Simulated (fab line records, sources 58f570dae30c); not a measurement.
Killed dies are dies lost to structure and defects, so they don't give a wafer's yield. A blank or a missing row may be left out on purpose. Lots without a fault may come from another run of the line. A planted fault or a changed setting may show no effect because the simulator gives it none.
One fault seen from 2 desks | flow berkeley_cmos170 | each desk has only its own numbers; what lay behind them comes last

THE METROLOGY DESK
What the gauges read, lot by lot, whatever tool the lot ran on: means of the sampled wafers that have a number. A lot is out of limits, marked OUT, if its mean lies more than 4 standard deviations from the usual mean; the brackets give that distance.
Columns: A = ACTIVE_OXIDE_THK at UCB170_ACTIVE_THK_MEAS_03, usual 26.4 nm; B = ACTIVE_OVL at UCB170_ACTIVE_OVL_MEAS_14, usual -4 nm
lot  | first seen here | A              | B
L226 | day 4 17:39     | 26.5           | 1
L227 | day 4 17:43     | 26.7           | -2
L230 | day 5 01:41     | 26.5           | -13
L229 | day 5 01:44     | 26.8           | -12
L233 | day 5 22:29     | 26.6           | -10
L232 | day 6 02:28     | 26.0           | -4
L240 | day 7 00:34     | 26.7           | 0
L238 | day 7 05:58     | 32.8 (+13) OUT | -8
L239 | day 7 06:02     | 32.2 (+12) OUT | -7
L242 | day 7 18:12     | 27.0           | -3
L244 | day 8 07:45     | 26.7           | 2
L243 | day 8 14:55     | 27.1           | -11
L245 | day 8 14:55     | 27.0           | -2
L246 | day 8 14:55     | 26.5           | -3
This desk's finding: out of limits on L238, L239; first on L238, day 7 05:58 (ACTIVE_OXIDE_THK at UCB170_ACTIVE_THK_MEAS_03). In limits: L226, L227, L230, L229, L233, L232, L240, L242, L244, L243, L245, L246.

THE TOOL OWNER'S DESK: furnace-01
The tool's own readings at UCB170_ACTIVE_OXIDATION_02 (target thk 26.4 nm, ox time 1260 s): means of the sampled wafers that have a number, for each lot that ran on this tool. A lot is out of limits, marked OUT, if its mean lies more than 4 standard deviations from the usual mean; the brackets give that distance.
Columns: A = spike_tc_centre_C at UCB170_ACTIVE_OXIDATION_02, usual 1002.5 C
lot  | first seen here | A
L233 | day 5 21:08     | 1002.3
L238 | day 7 04:37     | 1002.6
L239 | day 7 04:37     | 1002.1
This desk's finding: nothing out of limits on any of the 3 lots.

PUT TOGETHER
The metrology desk could have raised an alarm at day 7 05:58, on L238, L239.
The tool owner's desk saw nothing out of limits.
The tool owner's desk has L238, L239 on record, within its limits.
Of the lots named, all ran UCB170_ACTIVE_OXIDATION_02 on furnace-01.

WHAT THE SIMULATOR HAD PUT IN
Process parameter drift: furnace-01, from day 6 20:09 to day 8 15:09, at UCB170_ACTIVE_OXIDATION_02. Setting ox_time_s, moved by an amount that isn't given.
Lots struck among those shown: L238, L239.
Hours from the fault's start to each desk's first reading out of limits: the metrology desk, 10.
